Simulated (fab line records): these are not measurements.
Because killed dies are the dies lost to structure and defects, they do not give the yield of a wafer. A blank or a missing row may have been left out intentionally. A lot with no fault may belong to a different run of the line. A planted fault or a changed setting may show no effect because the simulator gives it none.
fab line records | flow rit-cmos
record: lots: 14 | wafers: 42 | last-day: 8
route steps=202 shown NSD@139
lots that met no fault: taken from a fault-free run of the same line
start-h: the number of hours between the record's first day and the start of the first shown wafer of the lot | wait-h: time in hours since the lot's previous step | " identical to the entry in the row above | L1.1+2: a single row standing in for several wafers | - no value present, or no start provided | * or withheld: withheld | < > ~ a bound
route shown NAME@n: NAME is a module with steps in the file, n the number in the route of the first one | usual: mean and standard deviation over wafers with no fault | same: alike in all rows | chamber/n: place in a boat | sites: each site's reading | _std_site: standard deviation across them | _edge_site: inner sites' mean taken away from outer sites' mean | radius-mm: for every site, how far away it sits from the centre of the wafer | mask NAME#n: copy n | behind: the last tool/chamber to shape the wafer | hold: the reason the lot was held/the length of the hold in hours/how it ended | device: whichever transistor did not switch (one of n, p or np) | end of line: the tests these same wafers got at the end of their route | for a step that has no rows: nothing shown but its recipe | killed: dies that structure and defects cost at the first sort, which is not the same as the wafer's yield | map: dies across one wafer; x = killed, . = not, _ = none there
set.NAME: the setting as run; set.NAME@STEP: as run at that earlier step | model.NAME: the simulator's own value behind a step, which no gauge read
steps of the route over a sample of lots; a table a step, a row a wafer
services: the hour from which a tool's chamber was out of use, counted from the record's first day as start-h (under 0 if before that day), plus the number of hours and why
== steps ==
step: RIT_NSD_IMPLANT_08
recipe: species: P | energy-kev: 25 | dose-cm2: 1e+15 | tilt-deg: 7
lot.wafer  | tool         | chamber | start-h | wait-h
L204.1+4+6 | implanter-04 | 0       | 57.98   | 0.1
L206.2+4+5 | implanter-02 | 0       | 60.65   | 0.1
L207.2+4+6 | implanter-04 | 0       | 71.06   | 0.1
L209.1+3+6 | implanter-04 | 0       | 78.30   | 0.1
L212.2+4+6 | implanter-04 | 0       | 90.19   | 0.1
L213.1+3+4 | implanter-02 | 0       | 99.68   | 0.1
L215.2+4+6 | implanter-02 | 0       | 104.02  | 0.1
L216.3+4+5 | implanter-02 | 0       | 112.99  | 0.1
L217.1+5+6 | implanter-02 | 0       | 120.32  | 0.1
L218.3+4+6 | implanter-04 | 0       | 130.12  | 0.1
L219.1+2+3 | implanter-03 | 0       | 135.20  | 0.1
L220.1+2+3 | implanter-02 | 0       | 135.58  | 0.1
L222.2+3+6 | implanter-04 | 0       | 156.64  | 0.1
L226.2+3+6 | implanter-03 | 0       | 179.26  | 0.1
step: RIT_SDANNEAL_RS_MEAS_05
recipe: thk-meas-gauge: four-point-probe
usual: NSD_RS: 84.52/0.29
lot.wafer | tool          | chamber | start-h | wait-h | NSD_RS[ohm/sq]
L204.1    | film-metro-02 | -       | 60.68   | 0.1    | 84.38
L204.4    | "             | -       | "       | "      | 84.15
L204.6    | "             | -       | "       | "      | 84.27
L206.2    | film-metro-02 | -       | 63.01   | 0.1    | 84.90
L206.4    | "             | -       | "       | "      | 84.42
L206.5    | "             | -       | "       | "      | 84.28
L207.2    | film-metro-04 | -       | 73.75   | 0.1    | 84.61
L207.4    | "             | -       | "       | "      | 84.52
L207.6    | "             | -       | "       | "      | 84.71
L209.1    | film-metro-04 | -       | 80.65   | 0.1    | 84.69
L209.3    | "             | -       | "       | "      | 84.52
L209.6    | "             | -       | "       | "      | 84.45
L212.2    | film-metro-04 | -       | 92.54   | 0.1    | 84.17
L212.4    | "             | -       | "       | "      | 84.19
L212.6    | "             | -       | "       | "      | 83.85
L213.1    | film-metro-02 | -       | 102.05  | 0.1    | 84.51
L213.3    | "             | -       | "       | "      | 84.55
L213.4    | "             | -       | "       | "      | 84.25
L215.2    | film-metro-04 | -       | 106.38  | 0.1    | 84.67
L215.4    | "             | -       | "       | "      | 84.73
L215.6    | "             | -       | "       | "      | 84.50
L216.3    | film-metro-02 | -       | 115.49  | 0.1    | 84.72
L216.4    | "             | -       | "       | "      | 84.34
L216.5    | "             | -       | "       | "      | 84.64
L217.1    | film-metro-02 | -       | 122.69  | 0.1    | -
L217.5    | "             | -       | "       | "      | -
L217.6    | "             | -       | "       | "      | -
L218.3    | film-metro-02 | -       | 132.60  | 0.1    | 84.65
L218.4    | "             | -       | "       | "      | 84.64
L218.6    | "             | -       | "       | "      | 84.59
L219.1    | film-metro-02 | -       | 137.91  | 0.1    | 84.64
L219.2    | "             | -       | "       | "      | 84.73
L219.3    | "             | -       | "       | "      | 84.93
L220.1    | film-metro-04 | -       | 138.12  | 0.1    | -
L220.2    | "             | -       | "       | "      | -
L220.3    | "             | -       | "       | "      | -
L222.2    | film-metro-02 | -       | 159.12  | 0.1    | 84.25
L222.3    | "             | -       | "       | "      | 84.28
L222.6    | "             | -       | "       | "      | 84.38
L226.2    | film-metro-03 | -       | 181.64  | 0.1    | 84.32
L226.3    | "             | -       | "       | "      | 84.44
L226.6    | "             | -       | "       | "      | 84.78
== services ==
tool         | chamber | start-h | hours | kind
implanter-04 | -       | 87.31   | 2.3   | repair
implanter-03 | -       | 108.03  | 3.6   | pm
implanter-04 | -       | 171.25  | 2.4   | repair
implanter-02 | -       | 177.92  | 5.7   | pm
== key ==
first-sign: step: RIT_SDANNEAL_RS_MEAS_05 | reading: NSD_RS | direction: missing
effect none on later readings
met-at RIT_NSD_IMPLANT_08
struck-lots L217,L220
tester-left-out L217,L220
onset-between 112.99 120.32
fault: kind: process-parameter-drift | tool: implanter-02 | chamber: - | onset-h: 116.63 | steps: RIT_NSD_IMPLANT_08 | channel: tilt-deg | offset: 8 | spread-by-wafer: 0.3 | shape: step | end-h: 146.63 | acts-in: these-recipes-only | stated: 7
tester-left-out: of these lots the tester's yield and bins aren't shown, on N5 and GAA mostly nor the transistor test; their killed dies are dies lost to structure and defects alone, not to doping, threshold or leakage, so they don't give the yield
